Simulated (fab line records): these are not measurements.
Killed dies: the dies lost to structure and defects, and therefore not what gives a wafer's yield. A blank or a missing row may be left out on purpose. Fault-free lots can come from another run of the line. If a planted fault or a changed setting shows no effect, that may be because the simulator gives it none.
fab line records    flow ritCmos
record: lots: 6  wafers: 18  lastDay: 7
route steps=202 shown NRETRO@59 PRETRO@64 M1@202
lots untouched by any fault: they come from a run of this same line in which no faults occurred
startH: hours from the record's opening day to when the first of the lot's shown wafers began    waitH: hours since the lot's step before    " as in the row above    L1.1+2: a row that stands for several wafers    - either no value or no given start    * or withheld: withheld    < > ~ a bound
route shown NAME@n: names a module that has steps shown in the file, with the first one's number in the route    usual: average and standard deviation across the fault-free wafers    same: alike in all rows    chamber/n: place in a boat    sites: per-site readings    _std_site: standard deviation of those values    _edge_site: outer sites' mean less inner sites'    radiusMm: how far each site lies from the wafer's centre    mask NAME#n: copy n    behind: the most recent tool/chamber to have shaped the wafer    hold: why the lot went on hold/how many hours it stayed there/how the hold came to an end    device: whichever transistor did not switch (one of n, p or np)    end of line: the tests these same wafers got at the end of their route    a step without rows: its recipe alone    killed: at the first sort, the dies lost to defects and structure; wafer yield is something else    map: a wafer's dies, marking killed ones x, the rest . and places with no die _
set.NAME: the setting that was run; set.NAME@STEP: the one run at that earlier step    model.NAME: the simulator's own value behind a step, which no gauge read
lots seen at some steps along the route; tables by step, rows by wafer
services: when a tool's chamber went out of use (startH, in hours from the record's first day, below 0 if earlier), for how many hours, and the reason
== steps ==
step: RIT_NRETRO_OVL_MEAS_06
usual: NRETRO_OVL: 0.0/1.4
lot.wafer  tool        chamber  startH  waitH  NRETRO_OVL[nm]
L730.3     overlay-01  -        37.26   -      0.9
L730.4     "           -        "       "      -0.7
L730.5     "           -        "       "      0.7
L732.2     overlay-01  -        44.73   -      -2.3
L732.4     "           -        "       "      1.0
L732.5     "           -        "       "      1.0
L739.2     overlay-01  -        80.17   -      2.3
L739.3     "           -        "       "      2.8
L739.4     "           -        "       "      0.6
L748.3     overlay-02  -        128.07  -      -0.3
L748.5     "           -        "       "      0.2
L748.6     "           -        "       "      3.7
L749.3     overlay-02  -        130.16  -      -0.9
L749.5     "           -        "       "      -0.6
L749.6     "           -        "       "      -2.2
L750.2     overlay-02  -        136.13  -      -1.1
L750.4     "           -        "       "      1.9
L750.6     "           -        "       "      -0.1
step: RIT_NRETRO_HARDBAKE_07
recipe: resist: NOVOLAK  tempC: 140  timeS: 120
step: RIT_NRETRO_IMPLANT_08
recipe: species: P  energyKev: 70  doseCm2: 1e+13  tiltDeg: 7
step: RIT_NRETRO_STRIP_09
recipe: chemistry: O2  timeS: 180  resist: NOVOLAK  platenTempC: withheld  powerW: 500  pressureMtorr: 4000  o2FlowSccm: 4000
usual: drypumpMotorCurrentA: 6.15/0.18
lot.wafer  tool            chamber  startH  waitH  drypumpMotorCurrentA  rfHoursCounterH
L730.3     plasmaAsher-01  0        37.75   0.1    6.30                  -
L730.4     "               1        "       "      5.88                  -
L730.5     "               0        "       "      6.29                  -
L732.2     plasmaAsher-04  1        45.16   0.1    6.14                  25
L732.4     "               0        "       "      6.03                  -
L732.5     "               0        "       "      6.03                  -
L739.2     plasmaAsher-01  0        80.60   0.1    6.30                  45
L739.3     "               1        "       "      5.90                  -
L739.4     "               0        "       "      6.29                  -
L748.3     plasmaAsher-01  1        128.55  0.1    5.89                  -
L748.5     "               1        "       "      5.89                  -
L748.6     "               0        "       "      6.33                  -
L749.3     plasmaAsher-03  0        130.64  0.1    6.47                  -
L749.5     "               1        "       "      6.30                  -
L749.6     "               0        "       "      6.48                  -
L750.2     plasmaAsher-01  0        136.56  0.1    6.31                  50
L750.4     "               1        "       "      5.92                  -
L750.6     "               1        "       "      5.89                  -
step: RIT_NRETRO_TW_MEAS_10
usual: NRETRO_TW: 1052/14
lot.wafer  tool          chamber  startH  waitH  NRETRO_TW
L730.3     filmMetro-02  -        37.88   0.1    1070
L730.4     "             -        "       "      1069
L730.5     "             -        "       "      1063
L732.2     filmMetro-03  -        45.35   0.1    1043
L732.4     "             -        "       "      1041
L732.5     "             -        "       "      1039
L739.2     filmMetro-01  -        80.79   0.1    1066
L739.3     "             -        "       "      1063
L739.4     "             -        "       "      1067
L748.3     filmMetro-03  -        128.69  0.1    1041
L748.5     "             -        "       "      1038
L748.6     "             -        "       "      1044
L749.3     filmMetro-03  -        130.78  0.1    1034
L749.5     "             -        "       "      1037
L749.6     "             -        "       "      1030
L750.2     filmMetro-01  -        136.75  0.1    1062
L750.4     "             -        "       "      1061
L750.6     "             -        "       "      1064
step: RIT_PRETRO_HMDS_00
recipe: primeTimeS: 60  primeTempC: 140
step: RIT_PRETRO_COAT_01
recipe: resist: NOVOLAK  spinRpm: 2000  resistThkNm: 1300
step: RIT_PRETRO_SOFTBAKE_02
recipe: resist: NOVOLAK  tempC: 90  timeS: 60
step: RIT_PRETRO_EXPOSE_03
recipe: maskId: M5  na: 0.57  targetCdNm: 43700  doseMj: 250
step: RIT_PRETRO_PEB_04
recipe: resist: NOVOLAK  tempC: withheld  timeS: withheld
step: RIT_PRETRO_DEVELOP_05
recipe: resist: NOVOLAK  developTimeS: 68  devTempC: 23
step: RIT_PRETRO_OVL_MEAS_06
usual: PRETRO_OVL: 0.8/1.5
lot.wafer  tool        chamber  startH  waitH  PRETRO_OVL[nm]
L730.3     overlay-01  -        38.93   -      1.4
L730.4     "           -        "       "      3.3
L730.5     "           -        "       "      2.3
L732.2     overlay-01  -        46.37   -      1.0
L732.4     "           -        "       "      3.9
L732.5     "           -        "       "      0.9
L739.2     overlay-01  -        81.78   -      -0.1
L739.3     "           -        "       "      0.4
L739.4     "           -        "       "      0.5
L748.3     overlay-01  -        129.74  -      0.3
L748.5     "           -        "       "      1.6
L748.6     "           -        "       "      0.3
L749.3     overlay-02  -        131.89  -      -1.6
L749.5     "           -        "       "      -1.3
L749.6     "           -        "       "      -1.0
L750.2     overlay-02  -        137.81  -      0.5
L750.4     "           -        "       "      0.5
L750.6     "           -        "       "      -1.4
step: RIT_PRETRO_HARDBAKE_07
recipe: resist: NOVOLAK  tempC: 140  timeS: 120
usual: heaterPowerTotalW: 52.03/0.065  plateTempC: 139.98/0.12
lot.wafer  tool           chamber  startH  waitH  heaterPowerTotalW  plateTempC
L730.3     lithoTrack-01  0        39.04   0.1    51.95              140.02
L730.4     "              0        "       "      52.04              140.02
L730.5     "              0        "       "      52.02              140.16
L732.2     lithoTrack-02  0        46.44   0.1    52.02              139.99
L732.4     "              0        "       "      52.19              139.94
L732.5     "              0        "       "      52.10              139.86
L739.2     lithoTrack-03  0        81.85   0.1    51.90              139.98
L739.3     "              0        "       "      52.17              139.97
L739.4     "              0        "       "      52.11              139.86
L748.3     lithoTrack-03  0        129.85  0.1    53.87              143.75
L748.5     "              0        "       "      53.82              143.73
L748.6     "              0        "       "      53.71              143.70
L749.3     lithoTrack-03  0        132.00  0.1    53.81              143.79
L749.5     "              0        "       "      53.86              143.64
L749.6     "              0        "       "      53.78              143.59
L750.2     lithoTrack-01  0        137.88  0.1    51.96              139.68
L750.4     "              0        "       "      51.98              139.62
L750.6     "              0        "       "      51.97              139.91
step: RIT_PRETRO_IMPLANT_08
recipe: species: B  energyKev: 45  doseCm2: 1.2e+13  tiltDeg: 7
step: RIT_M1_PROBE_99
usual: killed_at_M0_to_M3: 0.0/0.23  killedAtContacts: 0.1/0.34  killedAtFrontEnd: 6.9/2.8  killedDies: 7.1/2.8  killedOnRim: 1.8/1.3  killedOpen: 3.4/1.9  killedShort: 3.6/1.7
same: grossDies: 264  killed_at_M4_up: 0  killedAtBackSide: 0  killedAtOther: 0
lot.wafer  tool       chamber  startH  waitH  killed_at_M0_to_M3  killedAtContacts  killedAtFrontEnd  killedDies  killedOnRim  killedOpen  killedShort
L730.3     prober-02  -        70.96   0.2    0                   0                 5                 5           2            1           4
L730.4     prober-02  -        71.01   0.2    0                   1                 3                 4           0            3           1
L730.5     prober-02  -        71.06   0.2    0                   0                 2                 2           0            0           2
L732.2     prober-02  -        76.27   0.1    0                   0                 8                 8           3            5           3
L732.4     prober-02  -        76.37   0.2    0                   0                 6                 6           2            2           4
L732.5     prober-02  -        76.42   0.2    0                   0                 9                 9           2            6           3
L739.2     prober-01  -        109.34  0.1    0                   0                 6                 6           2            4           2
L739.3     prober-01  -        109.39  0.2    2                   0                 7                 9           1            5           2
L739.4     prober-01  -        109.44  0.2    0                   1                 5                 6           2            3           2
L748.3     prober-01  -        157.01  0.2    0                   0                 10                10          1            5           5
L748.5     prober-01  -        157.11  0.2    0                   0                 10                10          3            4           6
L748.6     prober-01  -        157.16  0.2    0                   0                 6                 6           2            5           1
L749.3     prober-02  -        159.01  0.2    0                   0                 12                12          6            7           5
L749.5     prober-02  -        159.11  0.2    0                   0                 5                 5           0            2           3
L749.6     prober-02  -        159.16  0.2    0                   0                 12                12          3            10          2
L750.2     prober-01  -        165.92  0.1    0                   0                 12                12          3            7           5
L750.4     prober-01  -        166.02  0.2    0                   0                 6                 6           3            4           2
L750.6     prober-01  -        166.12  0.2    0                   0                 15                15          2            6           9
killed by level:class
L730.3 GATE:geometricParticle:short=2 FOX1:geometricParticle:short=1 FOX1:geometricParticle:open=1 SPACER:geometricParticle:short=1
L730.4 GATE:geometricParticle:short=1 GATE:geometricParticle:open=1 REOX:geometricParticle:open=1 CONTACT:geometricParticle:open=1
L730.5 GATE:geometricParticle:short=1 SPACER:geometricParticle:short=1
L732.2 REOX:geometricParticle:open=2 SPACER:geometricParticle:short=2 FOX1:geometricParticle:open=1 GATE:geometricParticle:short=1 SPACER:geometricParticle:open=1 SILICIDE:geometricParticle:open=1
L732.4 SILICIDE:geometricParticle:short=2 FOX2:geometricParticle:open=1 GATE:geometricParticle:short=1 REOX:geometricParticle:open=1 REOX:geometricParticle:short=1
L732.5 GATE:geometricParticle:short=3 REOX:geometricParticle:open=3 GATE:geometricParticle:open=2 SILICIDE:geometricParticle:open=1
L739.2 FOX1:geometricParticle:open=2 GATE:geometricParticle:open=2 REOX:geometricParticle:short=1 SILICIDE:geometricParticle:short=1
L739.3 SPACER:geometricParticle:open=4 M1:coatMicrobubblePrinted=2 FOX2:geometricParticle:short=1 GATE:geometricParticle:open=1 SPACER:geometricParticle:short=1
L739.4 SPACER:geometricParticle:open=2 FOX2:geometricParticle:short=1 REOX:geometricParticle:open=1 SPACER:geometricParticle:short=1 CONTACT:coatMicrobubblePrinted=1
L748.3 GATE:geometricParticle:open=4 GATE:geometricParticle:short=3 REOX:geometricParticle:short=1 SPACER:geometricParticle:open=1 SILICIDE:geometricParticle:short=1
L748.5 GATE:geometricParticle:short=4 GATE:geometricParticle:open=2 FOX2:geometricParticle:open=1 SPACER:geometricParticle:open=1 SPACER:geometricParticle:short=1 SILICIDE:geometricParticle:short=1
L748.6 REOX:geometricParticle:open=3 FOX2:geometricParticle:open=1 GATE:geometricParticle:open=1 SILICIDE:geometricParticle:short=1
L749.3 GATE:geometricParticle:open=5 GATE:geometricParticle:short=3 SPACER:geometricParticle:open=2 REOX:geometricParticle:short=1 SPACER:geometricParticle:short=1
L749.5 FOX1:geometricParticle:short=2 ACTIVE:geometricParticle:open=1 GATE:geometricParticle:open=1 SPACER:geometricParticle:short=1
L749.6 GATE:geometricParticle:open=4 SILICIDE:geometricParticle:open=3 FOX1:geometricParticle:open=1 GATE:geometricParticle:short=1 REOX:geometricParticle:open=1 SPACER:geometricParticle:short=1 SPACER:geometricParticle:open=1
L750.2 GATE:geometricParticle:open=3 FOX1:geometricParticle:short=2 GATE:geometricParticle:short=2 REOX:geometricParticle:open=2 FOX1:geometricParticle:open=1 REOX:geometricParticle:short=1 SILICIDE:geometricParticle:open=1
L750.4 REOX:geometricParticle:open=2 SILICIDE:geometricParticle:short=1 GATE:geometricParticle:short=1 GATE:geometricParticle:open=1 SPACER:geometricParticle:open=1
L750.6 GATE:geometricParticle:short=6 GATE:geometricParticle:open=3 FOX2:geometricParticle:open=2 FOX1:geometricParticle:short=1 FOX1:geometricParticle:open=1 SPACER:geometricParticle:short=1 SILICIDE:geometricParticle:short=1
== services ==
tool            chamber  startH  hours  kind
plasmaAsher-03  -        57.75   28.1   pm
plasmaAsher-03  -        105.49  1.6    repair
plasmaAsher-03  -        108.75  9.0    pm
plasmaAsher-03  0        108.75  9.0    ventCycle
plasmaAsher-03  1        108.75  9.0    ventCycle
plasmaAsher-01  -        111.83  4.1    repair
plasmaAsher-03  0        117.75  -      clean
plasmaAsher-03  1        117.75  -      clean
== key ==
firstSign: step: RIT_PRETRO_HARDBAKE_07  reading: plateTempC  direction: up  sigmas: 30  usual: *  struck: *
effect: step: RIT_PRETRO_HARDBAKE_07  reading: heaterPowerTotalW  direction: up  sigmas: 27  usual: 52.03  struck: 53.81
metAt RIT_PRETRO_HARDBAKE_07
struckWafers L748.3,L748.5,L748.6,L749.3,L749.5,L749.6
testerLeftOut L748,L749
onsetBetween 81.85 129.85
fault: kind: processParameterDrift  tool: lithoTrack-03  chamber: -  onsetH: 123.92  steps: RIT_PRETRO_HARDBAKE_07  channel: tempC  offset: *  shape: step  endH: 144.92  actsIn: *  stated: *
testerLeftOut: of these lots the tester's yield and bins aren't shown, on N5 and GAA mostly nor the transistor test; their killed dies are dies lost to structure and defects alone, not to doping, threshold or leakage, so they don't give the yield
